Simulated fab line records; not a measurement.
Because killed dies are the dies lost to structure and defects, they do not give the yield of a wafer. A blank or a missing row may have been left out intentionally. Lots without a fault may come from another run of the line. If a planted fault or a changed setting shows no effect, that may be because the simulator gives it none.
Split-lot trial	flow rit_cmos	23 wafers read from 5 lots, route of 202 steps

== ON THE SPLIT ==
At RIT_NSD_IMPLANT_08, the setting dose_cm2 was moved away from the recipe's 1e+15 on 4 of the 23 wafers read, by +2.9% to +6.5%. All remaining wafers had this setting at the recipe value.

== FROM THE SPLIT TO THE READING: what the file shows between them, 7 steps ==
- RIT_PSD_HARDBAKE_07: time 60 s (also split here: temp_c)
- RIT_PSD_IMPLANT_08
- RIT_PSD_STRIP_09: strips in O2, time 180 s
- RIT_SDANNEAL_CLEAN_00: cleans in SC1, time 600 s
- RIT_SDANNEAL_CLEAN_01: cleans in dHF, time 30 s
- RIT_SDANNEAL_CLEAN_02: cleans in SC2, time 600 s
- RIT_SDANNEAL_RTA_03: time 5 s

== THE READING ==
Measured at RIT_SDANNEAL_RS_MEAS_05 by four-point probe: NSD_RS, in ohm/sq. A value of 84.4 ohm/sq with a standard deviation of 0.4 ohm/sq is what fault-free wafers of this fab line usually give.

wafer	tool, chamber at the split	dose_cm2 as run	against the recipe	NSD_RS, ohm/sq	against lot-mates on the recipe
L076.1	implanter-02, 0	1e+15	recipe	84.6	-
L076.3	implanter-02, 0	1e+15	recipe	84.3	-
L076.4	implanter-02, 0	1e+15	recipe	84.2	-
L077.2	implanter-02, 0	1e+15	recipe	84.6	-
L077.3	implanter-02, 0	1e+15	recipe	84.9	-
L077.4	implanter-02, 0	1.029e+15	+2.9%	82.9	-1.9
L077.5	implanter-02, 0	1e+15	recipe	84.9	-
L077.6	implanter-02, 0	1.029e+15	+2.9%	82.7	-2.1
L078.2	implanter-03, 0	1e+15	recipe	85.0	-
L078.3	implanter-03, 0	1e+15	recipe	84.9	-
L078.4	implanter-03, 0	1e+15	recipe	84.7	-
L078.5	implanter-03, 0	1e+15	recipe	84.9	-
L078.6	implanter-03, 0	1e+15	recipe	84.7	-
L079.1	implanter-03, 0	1e+15	recipe	84.5	-
L079.3	implanter-03, 0	1e+15	recipe	84.8	-
L079.4	implanter-03, 0	1.065e+15	+6.5%	80.2	-4.3
L079.5	implanter-03, 0	1.065e+15	+6.5%	80.1	-4.4
L079.6	implanter-03, 0	1e+15	recipe	84.1	-
L082.1	implanter-03, 0	1e+15	recipe	83.9	-
L082.3	implanter-03, 0	1e+15	recipe	83.9	-
L082.4	implanter-03, 0	1e+15	recipe	83.8	-
L082.5	implanter-03, 0	1e+15	recipe	83.5	-
L082.6	implanter-03, 0	1e+15	recipe	83.9	-

FIT RESULTS
A straight line over all 23 wafers: NSD_RS changes by -0.644 ohm/sq for each +1% of dose_cm2; r = -0.95; the points scatter about the line by 0.44 ohm/sq.
The same after taking each lot's own level away (the mean of its wafers on the recipe; 23 wafers): -0.668 ohm/sq for each +1%; r = -0.99; scatter 0.17 ohm/sq.
Per that fit: largest dose_cm2 move, reading shift of 4.3 ohm/sq.
Across the lots, their own levels run from 83.80 to 84.84 ohm/sq, a range of 2.6 times the standard deviation given above.
So the lot-to-lot level changes the slope little: the two slopes agree.
Check: -4.4 ohm/sq against its lot-mates is what the line predicts for one of the wafers moved furthest among these (+6.5%) when that wafer is left out of the fit. It came out at -4.27 ohm/sq against them.

== THE OTHER SPLITS THESE WAFERS WENT THROUGH ==
Before the reading, these wafers also passed through other splits. Each is held against what the fit with the lots' levels taken away leaves over:
other split on the same wafers	wafers away from the commonest value	r with NSD_RS (lot level and that fit taken away)
RIT_GATE_DEVELOP_15 develop_time_s	8	+0.06
RIT_NLDD_COAT_01 resist_thk_nm	9	-0.05
RIT_NLDD_IMPLANT_08 dose_cm2	10	-0.26
RIT_PLDD_IMPLANT_08 energy_kev	5	+0.08
RIT_SPACER_CVD_03 temp_c	10	-0.03
RIT_SPACER_ETCHBACK_05 time_s	7	-0.17
RIT_PSD_HARDBAKE_07 temp_c	10	-0.07

== FILE'S OWN FIT ==
NSD_RS changes by -0.665 ohm/sq for each +1% of dose_cm2, r = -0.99.
